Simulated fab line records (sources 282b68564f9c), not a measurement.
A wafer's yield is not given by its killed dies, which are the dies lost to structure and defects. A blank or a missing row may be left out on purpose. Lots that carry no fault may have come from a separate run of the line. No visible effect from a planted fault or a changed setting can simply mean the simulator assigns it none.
fab line records ; flow rit_cmos
record: lots: 6; wafers: 18; last_day: 7
route steps=202 shown ACTIVE@17 FOX1@20 FOX2@23 NWELL@28 PWELL@39 WELLDRIVE@50 M1@202
lots that met no fault: taken from a fault-free run of the same line
start_h: hours from the record's opening day to when the first of the lot's shown wafers began ; wait_h: hours from the lot's prior step to this one ; " the same as in the row above ; L1.1+2: a single row standing in for several wafers ; - value missing, or start not given ; * or withheld: withheld ; < > ~ a bound
route shown NAME@n: a module of which the file shows steps, and the number in the route of the first ; usual: the fault-free wafers' mean and standard deviation ; same: alike in all rows ; chamber/n: place in a boat ; sites: each site's reading ; _std_site: the standard deviation of these ; _edge_site: outer sites' mean less inner sites' ; radius_mm: how far each site lies from the wafer's centre ; mask NAME#n: copy n ; behind: the most recent tool/chamber to have shaped the wafer ; hold: why the lot went on hold/how many hours it stayed there/how the hold came to an end ; device: whichever transistor did not switch (one of n, p or np) ; end of line: tests run on the same wafers once the route is complete ; for a step that has no rows: nothing shown but its recipe ; killed: count of dies lost to structure and defects at first sort (not the wafer's yield) ; map: dies across one wafer; x = killed, . = not, _ = none there
set.NAME: the setting that was run; set.NAME@STEP: the one run at that earlier step ; model.NAME: the simulator's own value behind a step, which no gauge read
a table for each step, a row for each wafer; lots at some steps of the route
services: when a tool's chamber went out of use (start_h, in hours from the record's first day, below 0 if earlier), for how many hours, and the reason
== steps ==
step: RIT_ACTIVE_CLEAN_15
recipe: chemistry: SC1; mix: 3:3:50; time_s: 600; temp_c: 75
step: RIT_ACTIVE_CLEAN_16
recipe: chemistry: dHF; dilution: 50:1; time_s: 30
step: RIT_ACTIVE_CLEAN_17
recipe: chemistry: SC2; mix: 3:3:50; time_s: 600; temp_c: 75; dry: n2_spin
step: RIT_FOX1_OXIDATION_00
recipe: temp_c: 1100; ambient: H2O; target_thk_a: 3507; p_h2o_torr: 720; ox_time_s: 1130
step: RIT_FOX1_THK_MEAS_01
recipe: reads: SiO2_of_FOX1_OXIDATION_00
usual: FOX1_OXIDE_THK: 353/6.8
lot.wafer;tool;chamber;start_h;wait_h;FOX1_OXIDE_THK[nm]
L729.1;film_metro-02;-;18.51;0.0;358
L729.2;film_metro-02;-;18.51;0.0;351
L729.3;film_metro-02;-;18.51;0.0;357
L735.1;film_metro-03;-;49.09;0.0;343
L735.2;film_metro-03;-;49.09;0.0;342
L735.4;film_metro-03;-;49.09;0.0;343
L737.1;film_metro-03;-;61.41;0.0;357
L737.3;film_metro-03;-;61.41;0.0;353
L737.5;film_metro-03;-;61.41;0.0;349
L739.1;film_metro-02;-;68.37;0.0;345
L739.5;film_metro-02;-;68.37;0.0;345
L739.6;film_metro-02;-;68.37;0.0;349
L748.3;film_metro-04;-;113.54;0.0;352
L748.4;film_metro-04;-;113.54;0.0;351
L748.5;film_metro-04;-;113.54;0.0;357
L752.1;film_metro-02;-;133.12;0.0;351
L752.3;film_metro-02;-;133.12;0.0;345
L752.4;film_metro-02;-;133.12;0.0;342
step: RIT_FOX1_WET_ETCH_02
recipe: chemistry: BOE; target_depth_nm: 350; time_s: 390; temp_c: 21.5; dry: n2_spin; dilution: 10:1; target: SiO2
step: RIT_FOX2_OXIDATION_00
recipe: temp_c: 1100; ambient: H2O; target_thk_a: 3507; p_h2o_torr: 720; ox_time_s: 1130
step: RIT_FOX2_THK_MEAS_01
recipe: reads: SiO2_of_FOX2_OXIDATION_00
usual: FOX2_OXIDE_THK: 351/6.5
lot.wafer;tool;chamber;start_h;wait_h;FOX2_OXIDE_THK[nm]
L729.1;film_metro-04;-;20.00;0.0;351
L729.2;film_metro-04;-;20.00;0.0;358
L729.3;film_metro-04;-;20.00;0.0;355
L735.1;film_metro-04;-;50.59;0.0;347
L735.2;film_metro-04;-;50.59;0.0;352
L735.4;film_metro-04;-;50.59;0.0;349
L737.1;film_metro-04;-;63.39;0.0;347
L737.3;film_metro-04;-;63.39;0.0;348
L737.5;film_metro-04;-;63.39;0.0;351
L739.1;film_metro-01;-;72.18;0.0;354
L739.5;film_metro-01;-;72.18;0.0;349
L739.6;film_metro-01;-;72.18;0.0;352
L748.3;film_metro-04;-;115.03;0.0;346
L748.4;film_metro-04;-;115.03;0.0;345
L748.5;film_metro-04;-;115.03;0.0;349
L752.1;film_metro-04;-;134.61;0.0;342
L752.3;film_metro-04;-;134.61;0.0;340
L752.4;film_metro-04;-;134.61;0.0;335
step: RIT_FOX2_CLEAN_02
recipe: chemistry: dHF; dilution: 50:1; time_s: 180
step: RIT_FOX2_WET_ETCH_03
recipe: chemistry: H3PO4; target: Si3N4; target_depth_nm: 195; temp_c: 165; time_s: 2700
step: RIT_FOX2_THK_MEAS_90
recipe: reads: SiO2_of_FOX2_OXIDATION_00
usual: FIELD_OXIDE_LEFT_1_THK: 324/6.5
lot.wafer;tool;chamber;start_h;wait_h;FIELD_OXIDE_LEFT_1_THK[nm]
L729.1;film_metro-01;-;20.96;0.0;325
L729.2;film_metro-01;-;20.96;0.0;331
L729.3;film_metro-01;-;20.96;0.0;328
L735.1;film_metro-03;-;51.53;0.0;320
L735.2;film_metro-03;-;51.53;0.0;325
L735.4;film_metro-03;-;51.53;0.0;322
L737.1;film_metro-04;-;64.33;0.0;319
L737.3;film_metro-04;-;64.33;0.0;320
L737.5;film_metro-04;-;64.33;0.0;324
L739.1;film_metro-03;-;73.06;0.0;327
L739.5;film_metro-03;-;73.06;0.0;322
L739.6;film_metro-03;-;73.06;0.0;325
L748.3;film_metro-01;-;115.98;0.0;319
L748.4;film_metro-01;-;115.98;0.0;318
L748.5;film_metro-01;-;115.98;0.0;321
L752.1;film_metro-01;-;135.48;0.0;315
L752.3;film_metro-01;-;135.48;0.0;314
L752.4;film_metro-01;-;135.48;0.0;308
step: RIT_NWELL_HMDS_00
recipe: prime_time_s: 60; prime_temp_c: 140
step: RIT_NWELL_COAT_01
recipe: resist: NOVOLAK; spin_rpm: 2000; resist_thk_nm: 1300
usual: dispense_pressure_kPa: 50.7/2.2
lot.wafer;tool;chamber;start_h;wait_h;dispense_pressure_kPa;model.NOVOLAK_of_NWELL_COAT_01.thk_nm
L729.1;litho_track-03;0;21.17;0.1;52.1;1307
L729.2;litho_track-03;0;21.17;0.1;52.2;1305
L729.3;litho_track-03;0;21.17;0.1;52.2;1308
L735.1;litho_track-03;0;51.74;0.1;52.2;1300
L735.2;litho_track-03;0;51.74;0.1;52.2;1302
L735.4;litho_track-03;0;51.74;0.1;52.3;1297
L737.1;litho_track-03;0;64.54;0.1;52.3;259.7
L737.3;litho_track-03;0;64.54;0.1;52.2;260.6
L737.5;litho_track-03;0;64.54;0.1;52.2;260.5
L739.1;litho_track-03;0;73.27;0.1;52.2;260.2
L739.5;litho_track-03;0;73.27;0.1;52.2;258.8
L739.6;litho_track-03;0;73.27;0.1;52.2;259.5
L748.3;litho_track-02;0;116.22;0.1;48.1;1303
L748.4;litho_track-02;0;116.22;0.1;48.1;1303
L748.5;litho_track-02;0;116.22;0.1;48.2;1305
L752.1;litho_track-04;0;135.69;0.1;53.3;1309
L752.3;litho_track-04;0;135.69;0.1;53.3;1309
L752.4;litho_track-04;0;135.69;0.1;53.3;1310
step: RIT_NWELL_SOFTBAKE_02
recipe: resist: NOVOLAK; temp_c: 90; time_s: 60
step: RIT_NWELL_EXPOSE_03
recipe: mask_id: M2; na: 0.57; target_cd_nm: 43900; dose_mj: 250
step: RIT_NWELL_PEB_04
recipe: resist: NOVOLAK; temp_c: withheld; time_s: withheld
step: RIT_NWELL_DEVELOP_05
recipe: resist: NOVOLAK; develop_time_s: 68; dev_temp_c: 23
step: RIT_NWELL_OVL_MEAS_06
usual: NWELL_OVL: 0.5/1.2
lot.wafer;tool;chamber;start_h;wait_h;NWELL_OVL[nm]
L729.1;overlay-01;-;22.02;-;0.6
L729.2;overlay-01;-;22.02;-;0.9
L729.3;overlay-01;-;22.02;-;1.5
L735.1;overlay-01;-;52.60;-;0.1
L735.2;overlay-01;-;52.60;-;1.2
L735.4;overlay-01;-;52.60;-;1.8
L737.1;overlay-01;-;65.27;-;1.8
L737.3;overlay-01;-;65.27;-;1.7
L737.5;overlay-01;-;65.27;-;0.4
L739.1;overlay-01;-;74.00;-;0.1
L739.5;overlay-01;-;74.00;-;-0.2
L739.6;overlay-01;-;74.00;-;0.5
L748.3;overlay-01;-;117.04;-;0.0
L748.4;overlay-01;-;117.04;-;-0.1
L748.5;overlay-01;-;117.04;-;-0.3
L752.1;overlay-02;-;136.59;-;-1.2
L752.3;overlay-02;-;136.59;-;-0.7
L752.4;overlay-02;-;136.59;-;0.1
step: RIT_NWELL_HARDBAKE_07
recipe: resist: NOVOLAK; temp_c: 140; time_s: 120
lot.wafer;tool;chamber;start_h;wait_h;model.NOVOLAK_of_NWELL_COAT_01.thk_nm
L729.1;litho_track-02;0;22.06;0.0;1143
L729.2;litho_track-02;0;22.06;0.0;1141
L729.3;litho_track-02;0;22.06;0.0;1144
L735.1;litho_track-04;0;52.63;0.0;1137
L735.2;litho_track-04;0;52.63;0.0;1138
L735.4;litho_track-04;0;52.63;0.0;1135
L737.1;litho_track-04;0;65.30;0.0;234
L737.3;litho_track-04;0;65.30;0.0;234.8
L737.5;litho_track-04;0;65.30;0.0;234.7
L739.1;litho_track-04;0;74.03;0.0;234.4
L739.5;litho_track-04;0;74.03;0.0;233.3
L739.6;litho_track-04;0;74.03;0.0;233.8
L748.3+4;litho_track-02;0;117.14;0.1;1140
L748.5;litho_track-02;0;117.14;0.1;1141
L752.1+3;litho_track-03;0;136.63;0.0;1144
L752.4;litho_track-03;0;136.63;0.0;1145
step: RIT_NWELL_IMPLANT_08
recipe: species: P; energy_kev: 170; dose_cm2: 5e+13; tilt_deg: 7
step: RIT_NWELL_STRIP_09
recipe: chemistry: O2; time_s: 180; resist: NOVOLAK; platen_temp_c: withheld; power_w: 500; pressure_mtorr: 4000; o2_flow_sccm: 4000
usual: chamber_pressure_mTorr: 4000/3.6; drypump_motor_current_A: 5.3/0.63; o2_flow_sccm: 3999/12
lot.wafer;tool;chamber;start_h;wait_h;chamber_pressure_mTorr;drypump_motor_current_A;o2_flow_sccm;rf_hours_counter_h
L729.1;plasma_asher-04;1;22.50;0.2;3999;5.2;4020;43
L729.2;plasma_asher-04;0;22.50;0.2;4001;4.8;3993;43
L729.3;plasma_asher-04;0;22.50;0.2;4000;4.8;4014;-
L735.1;plasma_asher-02;0;53.03;0.1;4001;6.5;4002;22
L735.2;plasma_asher-02;1;53.03;0.1;4009;4.9;4005;22
L735.4;plasma_asher-02;0;53.03;0.1;4002;6.5;4007;-
L737.1;plasma_asher-01;0;65.70;0.1;3996;5.3;4006;34
L737.3;plasma_asher-01;0;65.70;0.1;3992;5.3;4010;-
L737.5;plasma_asher-01;0;65.70;0.1;3994;5.3;3996;-
L739.1;plasma_asher-04;0;74.43;0.1;4001;4.8;4002;50
L739.5;plasma_asher-04;1;74.43;0.1;4002;5.2;3999;-
L739.6;plasma_asher-04;0;74.43;0.1;3994;4.8;3988;-
L748.3;plasma_asher-02;1;117.52;0.1;4007;5.0;3987;-
L748.4;plasma_asher-02;0;117.52;0.1;4005;6.4;4006;-
L748.5;plasma_asher-02;1;117.52;0.1;4001;5.0;3960;-
L752.1;plasma_asher-02;1;137.03;0.1;3994;4.9;3996;31
L752.3;plasma_asher-02;0;137.03;0.1;3999;6.5;4010;-
L752.4;plasma_asher-02;1;137.03;0.1;4000;4.9;4008;-
step: RIT_NWELL_TW_MEAS_10
usual: NWELL_TW: 2122/16
lot.wafer;tool;chamber;start_h;wait_h;NWELL_TW
L729.1;film_metro-01;-;22.67;0.1;2145
L729.2;film_metro-01;-;22.67;0.1;2140
L729.3;film_metro-01;-;22.67;0.1;2150
L735.1;film_metro-04;-;53.21;0.1;2099
L735.2;film_metro-04;-;53.21;0.1;2111
L735.4;film_metro-04;-;53.21;0.1;2102
L737.1;film_metro-02;-;65.88;0.1;2119
L737.3;film_metro-02;-;65.88;0.1;2114
L737.5;film_metro-02;-;65.88;0.1;2118
L739.1;film_metro-04;-;74.61;0.1;2119
L739.5;film_metro-04;-;74.61;0.1;2131
L739.6;film_metro-04;-;74.61;0.1;2119
L748.3;film_metro-04;-;117.66;0.1;2104
L748.4;film_metro-04;-;117.66;0.1;2093
L748.5;film_metro-04;-;117.66;0.1;2097
L752.1;film_metro-02;-;137.20;0.1;2140
L752.3;film_metro-02;-;137.20;0.1;2136
L752.4;film_metro-02;-;137.20;0.1;2136
step: RIT_PWELL_HMDS_00
recipe: prime_time_s: 60; prime_temp_c: 140
step: RIT_PWELL_COAT_01
recipe: resist: NOVOLAK; spin_rpm: 2000; resist_thk_nm: 1300
step: RIT_PWELL_SOFTBAKE_02
recipe: resist: NOVOLAK; temp_c: 90; time_s: 60
step: RIT_PWELL_EXPOSE_03
recipe: mask_id: M3; na: 0.57; target_cd_nm: 43700; dose_mj: 250
step: RIT_PWELL_PEB_04
recipe: resist: NOVOLAK; temp_c: withheld; time_s: withheld
step: RIT_PWELL_DEVELOP_05
recipe: resist: NOVOLAK; develop_time_s: 68; dev_temp_c: 23
step: RIT_PWELL_OVL_MEAS_06
usual: PWELL_OVL: 1.3/1.3
lot.wafer;tool;chamber;start_h;wait_h;PWELL_OVL[nm]
L729.1;overlay-01;-;23.80;-;2.6
L729.2;overlay-01;-;23.80;-;1.8
L729.3;overlay-01;-;23.80;-;3.0
L735.1;overlay-01;-;54.37;-;3.3
L735.2;overlay-01;-;54.37;-;2.4
L735.4;overlay-01;-;54.37;-;1.0
L737.1;overlay-01;-;66.94;-;0.5
L737.3;overlay-01;-;66.94;-;0.6
L737.5;overlay-01;-;66.94;-;1.5
L739.1;overlay-01;-;75.55;-;0.8
L739.5;overlay-01;-;75.55;-;1.9
L739.6;overlay-01;-;75.55;-;0.4
L748.3;overlay-01;-;118.59;-;-0.7
L748.4;overlay-01;-;118.59;-;0.7
L748.5;overlay-01;-;118.59;-;-1.1
L752.1;overlay-01;-;138.14;-;0.6
L752.3;overlay-01;-;138.14;-;0.5
L752.4;overlay-01;-;138.14;-;0.6
step: RIT_PWELL_HARDBAKE_07
recipe: resist: NOVOLAK; temp_c: 140; time_s: 120
step: RIT_PWELL_IMPLANT_08
recipe: species: B; energy_kev: 170; dose_cm2: 7e+13; tilt_deg: 7
step: RIT_PWELL_STRIP_09
recipe: chemistry: O2; time_s: 180; resist: NOVOLAK; platen_temp_c: withheld; power_w: 500; pressure_mtorr: 4000; o2_flow_sccm: 4000
usual: chamber_pressure_mTorr: 4000/3.9; drypump_motor_current_A: 5.4/0.53; o2_flow_sccm: 4001/11
lot.wafer;tool;chamber;start_h;wait_h;chamber_pressure_mTorr;drypump_motor_current_A;o2_flow_sccm;rf_hours_counter_h
L729.1;plasma_asher-03;0;24.24;0.1;4001;5.8;3989;42
L729.2;plasma_asher-03;1;24.24;0.1;4000;5.4;4003;42
L729.3;plasma_asher-03;1;24.24;0.1;3997;5.4;4016;-
L735.1;plasma_asher-04;0;54.80;0.1;3997;4.8;3999;48
L735.2;plasma_asher-04;1;54.80;0.1;3993;5.2;4002;48
L735.4;plasma_asher-04;1;54.80;0.1;3995;5.2;4013;-
L737.1;plasma_asher-02;1;67.38;0.1;4003;5.0;4018;23
L737.3;plasma_asher-02;1;67.38;0.1;4003;4.9;3982;-
L737.5;plasma_asher-02;0;67.38;0.1;4004;6.5;3995;-
L739.1;plasma_asher-03;1;75.98;0.1;4001;5.4;4000;48
L739.5;plasma_asher-03;0;75.98;0.1;4008;5.8;4002;-
L739.6;plasma_asher-03;1;75.98;0.1;4004;5.4;4014;-
L748.3;plasma_asher-03;0;119.07;0.1;4000;5.8;4008;-
L748.4;plasma_asher-03;1;119.07;0.1;4003;5.4;4002;-
L748.5;plasma_asher-03;1;119.07;0.1;4002;5.4;3996;-
L752.1;plasma_asher-03;1;138.58;0.1;3996;5.4;3996;55
L752.3;plasma_asher-03;1;138.58;0.1;4005;5.5;4022;-
L752.4;plasma_asher-03;0;138.58;0.1;4003;5.8;3993;-
step: RIT_PWELL_TW_MEAS_10
usual: PWELL_TW: 944/5.5
lot.wafer;tool;chamber;start_h;wait_h;PWELL_TW
L729.1;film_metro-04;-;24.41;0.1;940
L729.2;film_metro-04;-;24.41;0.1;942
L729.3;film_metro-04;-;24.41;0.1;937
L735.1;film_metro-01;-;54.98;0.1;954
L735.2;film_metro-01;-;54.98;0.1;953
L735.4;film_metro-01;-;54.98;0.1;957
L737.1;film_metro-01;-;67.55;0.1;1999
L737.3;film_metro-01;-;67.55;0.1;2002
L737.5;film_metro-01;-;67.55;0.1;2001
L739.1;film_metro-04;-;76.16;0.1;1991
L739.5;film_metro-04;-;76.16;0.1;1995
L739.6;film_metro-04;-;76.16;0.1;1984
L748.3;film_metro-02;-;119.21;0.1;949
L748.4;film_metro-02;-;119.21;0.1;945
L748.5;film_metro-02;-;119.21;0.1;950
L752.1;film_metro-02;-;138.75;0.1;951
L752.3;film_metro-02;-;138.75;0.1;950
L752.4;film_metro-02;-;138.75;0.1;947
step: RIT_WELLDRIVE_ANNEAL_00
recipe: temp_c: 1100; time_s: 14700; ambient: N2
step: RIT_M1_PROBE_99
usual: killed_at_contacts: 0.0/0.22; killed_at_front_end: 6.6/3; killed_dies: 6.6/3; killed_open: 3.4/2; killed_short: 3.2/2
same: gross_dies: 264; killed_at_M0_to_M3: 0; killed_at_M4_up: 0; killed_at_back_side: 0; killed_at_other: 0
lot.wafer;tool;chamber;start_h;wait_h;killed_at_contacts;killed_at_front_end;killed_dies;killed_open;killed_short;model.etest.pwell_pinched.rs_ohm_sq;model.etest.nmos_0p3.r_on_ohm_um;model.etest.nmos_0p15.r_on_ohm_um;model.etest.nmos_turned.drive_ua_um;model.etest.nmos_0p15.drive_ua_um;model.etest.nmos_0p3.drive_ua_um;model.etest.nmos_narrow.drive_ua_um;model.etest.well_edge_left.line_ohm_um
L729.1;prober-01;-;63.43;0.1;0;7;7;1;5;452.5;2123;1105;341.1;475.3;230.1;227.7;180.3
L729.2;prober-01;-;63.48;0.1;0;7;7;2;4;461.2;2184;1142;330.6;455.2;224.8;221.6;180.5
L729.3;prober-01;-;63.53;0.2;0;11;11;4;7;448.5;2120;1092;335.5;472.7;229;223.7;180.8
L735.1;prober-01;-;94.37;0.1;0;4;4;2;2;450.1;2165;1105;328.6;455.2;216.4;218;182.3
L735.2;prober-01;-;94.42;0.1;0;6;6;2;4;454.8;2180;1125;332.4;459.3;219.5;218.8;182.6
L735.4;prober-01;-;94.52;0.2;0;5;5;2;3;452.5;2149;1085;335;470.2;218.5;220.4;182.2
L737.1;prober-01;-;105.37;0.1;0;6;6;3;3;792;2009;1086;373;511.2;259;240.8;164.5
L737.3;prober-01;-;105.47;0.2;0;7;7;6;1;802;2032;1082;370.1;510.8;258.9;246.4;162.6
L737.5;prober-01;-;105.57;0.2;0;4;4;2;2;785.2;2048;1094;370.6;513.4;258.1;244.6;162
L739.1;prober-01;-;114.81;0.1;0;7;7;1;6;743.8;2008;1059;391.4;536;260.2;247.5;162.6
L739.5;prober-01;-;115.01;0.2;0;6;6;4;2;741.7;2067;1123;374.3;514.3;257.5;243.3;163.9
L739.6;prober-01;-;115.06;0.2;0;4;4;3;1;753.9;2044;1065;379.4;527.9;253.6;241.4;163.8
L748.3;prober-01;-;155.05;0.2;0;4;4;3;1;467.9;2225;1182;326.1;435.1;212.2;213.8;180.7
L748.4;prober-01;-;155.10;0.2;0;7;7;5;2;476.1;2253;1216;330.1;444.9;217.2;218.2;182.8
L748.5;prober-01;-;155.15;0.2;0;5;5;2;3;473.6;2232;1218;327.8;448.8;223.2;224.2;184.1
L752.1;prober-01;-;177.28;0.1;0;7;7;1;6;447.6;2172;1093;323.5;468.8;218.9;220.5;184.4
L752.3;prober-01;-;177.38;0.2;1;10;11;5;6;452.1;2164;1116;320.1;452.6;216.8;215.7;182.5
L752.4;prober-01;-;177.43;0.2;0;6;6;3;3;448.1;2186;1122;317;447;215.2;220.6;181.2
killed by level:class
L729.1 GATE:geometric_particle:short=2 REOX:geometric_particle:short=2 REOX:geometric_particle:open=1 SILICIDE:geometric_particle:short=1 NWELL:coat_microbubble_printed=1
L729.2 REOX:geometric_particle:short=3 FOX1:geometric_particle:open=1 GATE:geometric_particle:open=1 SILICIDE:geometric_particle:short=1 PWELL:coat_microbubble_printed=1
L729.3 REOX:geometric_particle:open=3 FOX1:geometric_particle:short=2 GATE:geometric_particle:short=2 SPACER:geometric_particle:short=1 GATE:geometric_particle:open=1 REOX:geometric_particle:short=1 SILICIDE:geometric_particle:short=1
L735.1 FOX1:geometric_particle:short=1 GATE:geometric_particle:short=1 SPACER:geometric_particle:open=1 SILICIDE:geometric_particle:open=1
L735.2 ACTIVE:geometric_particle:short=1 FOX2:geometric_particle:open=1 GATE:geometric_particle:short=1 REOX:geometric_particle:short=1 SPACER:geometric_particle:open=1 SILICIDE:geometric_particle:short=1
L735.4 FOX2:geometric_particle:short=1 GATE:geometric_particle:short=1 GATE:geometric_particle:open=1 REOX:geometric_particle:short=1 SILICIDE:geometric_particle:open=1
L737.1 FOX1:geometric_particle:open=1 GATE:geometric_particle:open=1 GATE:geometric_particle:short=1 REOX:geometric_particle:short=1 SPACER:geometric_particle:open=1 SILICIDE:geometric_particle:short=1
L737.3 FOX1:geometric_particle:open=2 REOX:geometric_particle:open=2 GATE:geometric_particle:open=1 SPACER:geometric_particle:open=1 SILICIDE:geometric_particle:short=1
L737.5 FOX2:geometric_particle:open=2 FOX1:geometric_particle:short=1 GATE:geometric_particle:short=1
L739.1 FOX1:geometric_particle:short=2 FOX2:geometric_particle:short=2 FOX1:geometric_particle:open=1 GATE:geometric_particle:short=1 REOX:geometric_particle:short=1
L739.5 GATE:geometric_particle:open=4 FOX2:geometric_particle:short=1 REOX:geometric_particle:short=1
L739.6 FOX1:geometric_particle:open=1 GATE:geometric_particle:open=1 GATE:geometric_particle:short=1 SPACER:geometric_particle:open=1
L748.3 SPACER:geometric_particle:open=2 FOX1:geometric_particle:open=1 GATE:geometric_particle:short=1
L748.4 GATE:geometric_particle:open=2 FOX1:geometric_particle:open=1 FOX2:geometric_particle:open=1 GATE:geometric_particle:short=1 REOX:geometric_particle:short=1 SPACER:geometric_particle:open=1
L748.5 FOX1:geometric_particle:short=2 FOX1:geometric_particle:open=1 GATE:geometric_particle:open=1 SPACER:geometric_particle:short=1
L752.1 FOX2:geometric_particle:short=3 FOX1:geometric_particle:short=1 FOX2:geometric_particle:open=1 GATE:geometric_particle:short=1 REOX:geometric_particle:short=1
L752.3 FOX1:geometric_particle:short=3 GATE:geometric_particle:open=2 SILICIDE:geometric_particle:open=2 FOX1:geometric_particle:open=1 SILICIDE:geometric_particle:short=1 GATE:geometric_particle:short=1 CONTACT:geometric_particle:short=1
L752.4 GATE:geometric_particle:open=2 FOX2:geometric_particle:short=1 GATE:geometric_particle:short=1 REOX:geometric_particle:short=1 REOX:geometric_particle:open=1
== services ==
tool;chamber;start_h;hours;kind
plasma_asher-01;-;-0.74;46.7;repair
plasma_asher-01;-;0.47;1.5;repair
plasma_asher-01;-;3.49;14.3;repair
plasma_asher-03;-;27.69;0.9;repair
plasma_asher-01;-;38.42;0.3;repair
plasma_asher-01;-;108.75;9.0;pm
plasma_asher-01;0;108.75;9.0;vent_cycle
plasma_asher-01;1;108.75;9.0;vent_cycle
plasma_asher-01;0;117.75;-;clean
plasma_asher-01;1;117.75;-;clean
== key ==
first_sign: step: RIT_PWELL_TW_MEAS_10; reading: PWELL_TW; direction: up; sigmas: 99+; usual: 944; struck: 1995
effect none on later readings
model_effect: step: RIT_NWELL_COAT_01; value: NOVOLAK_of_NWELL_COAT_01.thk_nm; without: 1299; struck: 259.9
model_effect: step: RIT_NWELL_HARDBAKE_07; value: NOVOLAK_of_NWELL_COAT_01.thk_nm; without: 1136; struck: 234.2
model_effect: step: RIT_M1_PROBE_99; value: etest.pwell_pinched.rs_ohm_sq; without: 456.2; struck: 769.8
met_at RIT_NWELL_COAT_01
struck_wafers L737.1,L737.3,L737.5,L739.1,L739.5,L739.6
tester_left_out L737,L739
onset_between 51.74 64.54
also_fits RIT_NWELL_HARDBAKE_07:litho_track-04
fault: kind: process_parameter_drift; tool: litho_track-03; chamber: -; onset_h: 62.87; steps: RIT_NWELL_COAT_01; channel: resist_thk_nm; offset: -1040; shape: step; end_h: 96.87; acts_in: these_recipes_only; stated: 1300
tester_left_out: of these lots the tester's yield and bins aren't shown, on N5 and GAA mostly nor the transistor test; their killed dies are dies lost to structure and defects alone, not to doping, threshold or leakage, so they don't give the yield
